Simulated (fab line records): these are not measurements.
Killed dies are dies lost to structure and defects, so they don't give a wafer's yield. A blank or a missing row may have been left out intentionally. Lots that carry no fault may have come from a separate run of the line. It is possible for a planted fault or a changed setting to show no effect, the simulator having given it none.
fab line records	flow rit-cmos
record lots=14	wafers=42	last-day=7
route steps=202 shown ACTIVE@1 PRETRO@66 GATE@83 M1@202
lots with no fault: from the same line, run without faults
start-h: the number of hours between the record's first day and the start of the first shown wafer of the lot	wait-h: hours from the lot's prior step to this one	" same as the row above	L1.1+2: several wafers, shown together as one row	- value missing, or start not given	* or withheld: withheld	< > ~ a bound
route shown NAME@n: NAME is a module with steps in the file, n the number in the route of the first one	usual: mean/standard deviation of fault-free wafers	same: alike in all rows	chamber/n: place in a boat	sites: each site's reading	_std_site: the standard deviation of these	_edge_site: inner sites' mean taken away from outer sites' mean	radius-mm: for every site, how far away it sits from the centre of the wafer	mask NAME#n: copy n	behind: the last tool/chamber to shape the wafer	hold: why the lot was held/for how many hours/how that ended	device: which transistor (n, p or np) failed to switch	end of line: the same wafers' tests at the end of the route	a step with no rows: only its recipe	killed: at the first sort, the dies lost to defects and structure; wafer yield is something else	map: dies across one wafer; x = killed, . = not, _ = none there
set.NAME: the setting the step ran with; set.NAME@STEP: the setting that earlier step ran with	model.NAME: the simulator's own value behind a step, which no gauge read
steps of the route over a sample of lots; a table a step, a row a wafer
## steps
# step RIT_ACTIVE_BOW_MEAS_00
# recipe mode=bow
# usual INCOMING_BOW=0/5.5
lot.wafer	tool	chamber	start-h	wait-h	INCOMING_BOW[um]
L473.1	film-metro-04	-	10.00	-	7
L473.4	"	-	"	"	0
L473.6	"	-	"	"	12
L475.1	film-metro-01	-	20.00	-	1
L475.2	"	-	"	"	1
L475.5	"	-	"	"	4
L476.2	film-metro-04	-	25.02	-	0
L476.5	"	-	"	"	-1
L476.6	"	-	"	"	5
L477.2	film-metro-03	-	30.02	-	3
L477.3	"	-	"	"	0
L477.4	"	-	"	"	7
L479.2	film-metro-03	-	40.02	-	0
L479.4	"	-	"	"	9
L479.6	"	-	"	"	-3
L481.1	film-metro-03	-	50.00	-	-1
L481.5	"	-	"	"	3
L481.6	"	-	"	"	1
L482.1	film-metro-04	-	55.00	-	3
L482.2	"	-	"	"	2
L482.5	"	-	"	"	-4
L486.2	film-metro-01	-	75.02	-	-4
L486.3	"	-	"	"	-2
L486.4	"	-	"	"	3
L489.1	film-metro-01	-	90.00	-	-3
L489.3	"	-	"	"	9
L489.6	"	-	"	"	-1
L490.3	film-metro-01	-	95.04	-	-5
L490.4	"	-	"	"	-6
L490.6	"	-	"	"	5
L491.3	film-metro-04	-	100.04	-	-2
L491.5	"	-	"	"	14
L491.6	"	-	"	"	6
L492.2	film-metro-04	-	105.02	-	-6
L492.3	"	-	"	"	7
L492.5	"	-	"	"	-15
L493.1	film-metro-01	-	110.00	-	2
L493.3	"	-	"	"	-1
L493.6	"	-	"	"	-5
L496.2	film-metro-04	-	125.02	-	7
L496.5	"	-	"	"	-1
L496.6	"	-	"	"	4
# step RIT_ACTIVE_CD_MEAS_11
# recipe target-cd-nm=1400
# usual cd-nm=1401.2/2.2
lot.wafer	tool	chamber	start-h	wait-h	cd-nm
L473.1	cd-sem-02	-	15.45	-	1400.3
L473.4	"	-	"	"	1401.5
L473.6	"	-	"	"	1402.4
L475.1	cd-sem-02	-	24.44	-	1402.3
L475.2	"	-	"	"	1403.0
L475.5	"	-	"	"	1401.1
L476.2	cd-sem-02	-	29.58	-	1402.2
L476.5	"	-	"	"	1400.7
L476.6	"	-	"	"	1403.3
L477.2	cd-sem-01	-	34.53	-	1404.0
L477.3	"	-	"	"	1403.4
L477.4	"	-	"	"	1402.9
L479.2	cd-sem-01	-	44.58	-	1403.0
L479.4	"	-	"	"	1404.9
L479.6	"	-	"	"	1403.2
L481.1	cd-sem-01	-	54.58	-	1401.4
L481.5	"	-	"	"	1399.0
L481.6	"	-	"	"	1398.5
L482.1	cd-sem-02	-	59.56	-	1398.5
L482.2	"	-	"	"	1399.5
L482.5	"	-	"	"	1402.0
L486.2	cd-sem-02	-	79.58	-	1403.5
L486.3	"	-	"	"	1403.9
L486.4	"	-	"	"	1401.0
L489.1	cd-sem-01	-	94.97	-	1404.8
L489.3	"	-	"	"	1403.9
L489.6	"	-	"	"	1403.9
L490.3	cd-sem-02	-	99.48	-	1402.4
L490.4	"	-	"	"	1402.0
L490.6	"	-	"	"	1402.0
L491.3	cd-sem-02	-	104.48	-	1402.3
L491.5	"	-	"	"	1403.3
L491.6	"	-	"	"	1403.3
L492.2	cd-sem-01	-	109.46	-	1400.1
L492.3	"	-	"	"	1398.6
L492.5	"	-	"	"	1399.7
L493.1	cd-sem-01	-	114.44	-	1399.0
L493.3	"	-	"	"	1399.4
L493.6	"	-	"	"	1401.8
L496.2	cd-sem-01	-	129.58	-	1398.7
L496.5	"	-	"	"	1398.4
L496.6	"	-	"	"	1398.5
# step RIT_PRETRO_SOFTBAKE_02
# recipe resist=NOVOLAK	temp-c=90	time-s=60
# usual heater-power-total-W=34.56/0.055	run-length-s=89.12/0.22
lot.wafer	tool	chamber	start-h	wait-h	heater-power-total-W	run-length-s
L473.1	litho-track-02	0	34.81	0.1	34.54	88.75
L473.4	"	0	"	"	34.62	89.18
L473.6	"	0	"	"	34.51	88.82
L475.1	litho-track-01	0	41.37	0.1	34.60	89.42
L475.2	"	0	"	"	34.59	89.44
L475.5	"	0	"	"	34.59	89.19
L476.2	litho-track-04	0	45.53	0.1	34.63	89.14
L476.5	"	0	"	"	34.60	89.47
L476.6	"	0	"	"	34.65	89.20
L477.2	litho-track-04	0	51.16	0.1	34.60	89.24
L477.3	"	0	"	"	34.60	89.31
L477.4	"	0	"	"	34.46	89.25
L479.2	litho-track-02	0	61.36	0.1	34.63	89.00
L479.4	"	0	"	"	34.63	88.91
L479.6	"	0	"	"	34.58	88.80
L481.1	litho-track-01	0	70.79	0.1	34.59	89.14
L481.5	"	0	"	"	34.53	89.31
L481.6	"	0	"	"	34.54	89.17
L482.1	litho-track-02	0	75.81	0.1	34.61	88.96
L482.2	"	0	"	"	34.53	89.00
L482.5	"	0	"	"	34.53	88.93
L486.2	litho-track-04	0	95.15	0.1	34.61	89.27
L486.3	"	0	"	"	34.63	89.61
L486.4	"	0	"	"	34.54	89.28
L489.1	litho-track-02	0	110.84	0.1	34.59	88.84
L489.3	"	0	"	"	34.47	88.83
L489.6	"	0	"	"	34.48	88.86
L490.3	litho-track-04	0	114.82	0.1	34.56	89.42
L490.4	"	0	"	"	34.44	89.36
L490.6	"	0	"	"	34.61	89.26
L491.3	litho-track-02	0	121.68	0.1	34.57	88.80
L491.5	"	0	"	"	34.58	89.12
L491.6	"	0	"	"	34.56	88.77
L492.2	litho-track-02	0	126.57	0.1	37.03	76.16
L492.3	"	0	"	"	37.05	76.02
L492.5	"	0	"	"	37.02	75.98
L493.1	litho-track-02	0	131.57	0.1	37.03	76.15
L493.3	"	0	"	"	36.95	76.05
L493.6	"	0	"	"	36.92	76.05
L496.2	litho-track-04	0	144.77	0.1	34.62	89.54
L496.5	"	0	"	"	34.51	89.40
L496.6	"	0	"	"	34.49	89.20
# step RIT_GATE_THK_MEAS_07
# recipe reads=SiO2_of_GATE_OXIDATION_05
# usual GATE_OXIDE_THK=3.01/0.071
lot.wafer	tool	chamber	start-h	wait-h	GATE_OXIDE_THK[nm]
L473.1	film-metro-04	-	39.85	0.0	3.02
L473.4	"	-	"	"	3.00
L473.6	"	-	"	"	2.98
L475.1	film-metro-02	-	44.46	0.0	3.01
L475.2	"	-	"	"	2.94
L475.5	"	-	"	"	2.92
L476.2	film-metro-04	-	49.86	0.0	3.00
L476.5	"	-	"	"	3.03
L476.6	"	-	"	"	3.04
L477.2	film-metro-02	-	54.66	0.0	3.00
L477.3	"	-	"	"	2.99
L477.4	"	-	"	"	2.97
L479.2	film-metro-02	-	64.56	0.0	2.91
L479.4	"	-	"	"	2.97
L479.6	"	-	"	"	2.99
L481.1	film-metro-02	-	73.88	0.0	2.94
L481.5	"	-	"	"	2.93
L481.6	"	-	"	"	2.92
L482.1	film-metro-01	-	79.02	0.0	3.08
L482.2	"	-	"	"	3.09
L482.5	"	-	"	"	3.07
L486.2	film-metro-01	-	98.39	0.0	3.07
L486.3	"	-	"	"	3.09
L486.4	"	-	"	"	3.06
L489.1	film-metro-02	-	113.93	0.0	2.99
L489.3	"	-	"	"	3.07
L489.6	"	-	"	"	3.09
L490.3	film-metro-04	-	117.98	0.0	3.00
L490.4	"	-	"	"	3.04
L490.6	"	-	"	"	3.04
L491.3	film-metro-04	-	124.72	0.0	3.09
L491.5	"	-	"	"	3.08
L491.6	"	-	"	"	3.08
L492.2	film-metro-04	-	130.22	0.0	2.95
L492.3	"	-	"	"	2.93
L492.5	"	-	"	"	2.96
L493.1	film-metro-01	-	134.77	0.0	3.06
L493.3	"	-	"	"	3.04
L493.6	"	-	"	"	3.07
L496.2	film-metro-02	-	148.63	0.0	2.87
L496.5	"	-	"	"	2.84
L496.6	"	-	"	"	2.95
# step RIT_M1_PROBE_99
# usual killed_at_M0_to_M3=0.0/0.083	killed-at-contacts=0.1/0.27	killed-at-front-end=6.1/2.9	killed-dies=6.2/2.9	killed-open=3.2/1.9	killed-short=3/1.9
# same gross-dies=264	killed_at_M4_up=0	killed-at-back-side=0	killed-at-other=0
lot.wafer	tool	chamber	start-h	wait-h	killed_at_M0_to_M3	killed-at-contacts	killed-at-front-end	killed-dies	killed-open	killed-short
L482.1	prober-01	-	104.12	0.1	0	0	9	9	4	5
L482.2	prober-01	-	104.17	0.1	0	0	4	4	4	0
L482.5	prober-01	-	104.32	0.2	0	0	5	5	3	2
L489.1	prober-02	-	136.86	0.1	0	1	7	8	5	3
L489.3	prober-02	-	136.96	0.2	0	0	9	9	3	6
L489.6	prober-02	-	137.11	0.2	0	0	3	3	0	3
L492.2	prober-01	-	154.18	0.1	0	0	7	7	2	5
L492.3	prober-01	-	154.23	0.2	0	0	8	8	5	3
L492.5	prober-01	-	154.33	0.2	0	0	9	9	5	4
# killed by level:class
L482.1 GATE:geometric-particle:short=3 GATE:geometric-particle:open=3 FOX2:geometric-particle:open=1 FOX2:geometric-particle:short=1 SILICIDE:geometric-particle:short=1
L482.2 REOX:geometric-particle:open=3 GATE:geometric-particle:open=1
L482.5 GATE:geometric-particle:open=3 FOX1:geometric-particle:short=1 GATE:geometric-particle:short=1
L489.1 FOX1:geometric-particle:open=1 FOX1:geometric-particle:short=1 FOX2:geometric-particle:open=1 GATE:geometric-particle:short=1 GATE:geometric-particle:open=1 REOX:geometric-particle:open=1 SPACER:geometric-particle:open=1 CONTACT:geometric-particle:short=1
L489.3 FOX1:geometric-particle:short=3 FOX1:geometric-particle:open=1 GATE:geometric-particle:short=1 GATE:geometric-particle:open=1 REOX:geometric-particle:short=1 REOX:geometric-particle:open=1 SILICIDE:geometric-particle:short=1
L489.6 SPACER:geometric-particle:short=2 REOX:geometric-particle:short=1
L492.2 GATE:geometric-particle:short=4 FOX2:geometric-particle:open=2 FOX1:geometric-particle:short=1
L492.3 SPACER:geometric-particle:open=4 GATE:geometric-particle:open=1 GATE:geometric-particle:short=1 REOX:geometric-particle:short=1 SPACER:geometric-particle:short=1
L492.5 FOX2:geometric-particle:short=2 SPACER:geometric-particle:short=2 SPACER:geometric-particle:open=2 FOX1:geometric-particle:open=1 GATE:geometric-particle:open=1 REOX:geometric-particle:open=1
## key
first-sign step=RIT_PRETRO_SOFTBAKE_02	reading=run-length-s	direction=down	sigmas=59	usual=*	struck=*
effect step=RIT_PRETRO_SOFTBAKE_02	reading=heater-power-total-W	direction=up	sigmas=44	usual=34.56	struck=37.00
met-at RIT_PRETRO_SOFTBAKE_02
struck-lots L492,L493
tester-left-out L492,L493
not-acting-at RIT_ACTIVE_BOW_MEAS_00,RIT_ACTIVE_CD_MEAS_11,RIT_GATE_THK_MEAS_07
onset-between 121.68 126.57
fault kind=process-parameter-drift	tool=litho-track-02	chamber=-	onset-h=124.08	steps=RIT_PRETRO_SOFTBAKE_02	channel=time-s	offset=*	shape=step	end-h=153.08	acts-in=*	stated=*
# tester-left-out: of these lots the tester's yield and bins aren't shown, on N5 and GAA mostly nor the transistor test; their killed dies are dies lost to structure and defects alone, not to doping, threshold or leakage, so they don't give the yield
